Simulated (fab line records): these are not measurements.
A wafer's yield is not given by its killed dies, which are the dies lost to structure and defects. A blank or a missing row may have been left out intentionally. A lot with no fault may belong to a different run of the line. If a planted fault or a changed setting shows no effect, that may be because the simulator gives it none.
Problem report in the 8D (eight disciplines) form, filled by code :: flow berkeley-cmos170 :: the parts of the form that need people (team, actions taken, sign-off) are left out

== 1. WHAT IS WRONG ==
NLDD_OVL at UCB170_NLDD_OVL_MEAS_07 reads a mean of 176 nm on 6 wafers of 2 lots; wafers without a fault read -2 nm with a standard deviation of 5.2. That puts it +34 standard deviations away from the usual mean.
Earliest sighting: wafer L330.1 on overlay-01 at day 8 00:31. The record has a number at this step for 42 wafers belonging to 14 lots. Rule for "out" (also "out of limits"): further than 4 standard deviations from the usual mean. The rest of the wafers with a number are treated as sound.

== 2. WHAT IT IS; WHAT IT IS NOT ==
question: which readings at this step
is: NLDD_OVL
is not: -

question: which lots
is: L330, L333
is not: L322, L324, L325, L328, L329, L331, L335, L338, L339, L341, L343, L344

question: which wafers of those lots
is: all that have a number
is not: -

question: read on which gauges
is: overlay-01, overlay-02
is not: -

question: when
is: from day 8 00:31
is not: up to then (15 sound wafers); but 21 sound wafers of L331, L335, L338, L339, L341, L343, L344 came after

== 3. SUSPECTS, AND WHAT RULES EACH OUT ==
Counting: a tool stays on the suspect list if, at a process step up to the reading, it processed all lots that are out and no sound lot following the first of them.
- the gauge at UCB170_NLDD_OVL_MEAS_07: ruled out. 2 gauges (overlay-01, overlay-02) read the wafers that are out.
- krf-scanner-01 at UCB170_NLDD_EXPOSE_03 (exposes mask NSELECT, target cd 1200 nm): kept. It ran every lot that is out, first L330 (day 8 00:00), and no sound lot after that; its last sound lot up to then is L329 (day 7 13:50).
Remaining after the count: krf-scanner-01 at UCB170_NLDD_EXPOSE_03.

== 4. THE CAUSE (what the simulator had put in) ==
Scanner matching overlay: krf-scanner-01, from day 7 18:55 on, at UCB170_NLDD_EXPOSE_03. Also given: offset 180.
Counting left only this tool.

== 5. SEQUENCE OF EFFECTS, ordered by route ==
One row per reading whose mean, taken over the struck wafers that have a number, lies over 3 standard deviations from the usual. Only readings whose record carries a usual standard deviation are examined. hours: median over the lots of the time between each lot's start at the first step of this table that gives one and its start at this step. sigmas: the change, counted in usual standard deviations.
hours: 0
step: UCB170_NLDD_OVL_MEAS_07
reading: NLDD_OVL
usual: -2 nm
on struck wafers: 176
change: +178
sigmas: +34

== 6. WHAT WOULD HAVE CAUGHT IT SOONER ==
Counted from the fault's start at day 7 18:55, it took 6 hours until the first out-of-limits reading at a measuring or inspecting step in this record, taken at day 8 00:31.
Of the lots that are out (2), L333 began UCB170_NLDD_EXPOSE_03 on krf-scanner-01 after day 8 00:31. Putting the tool on hold at that point would have spared it.
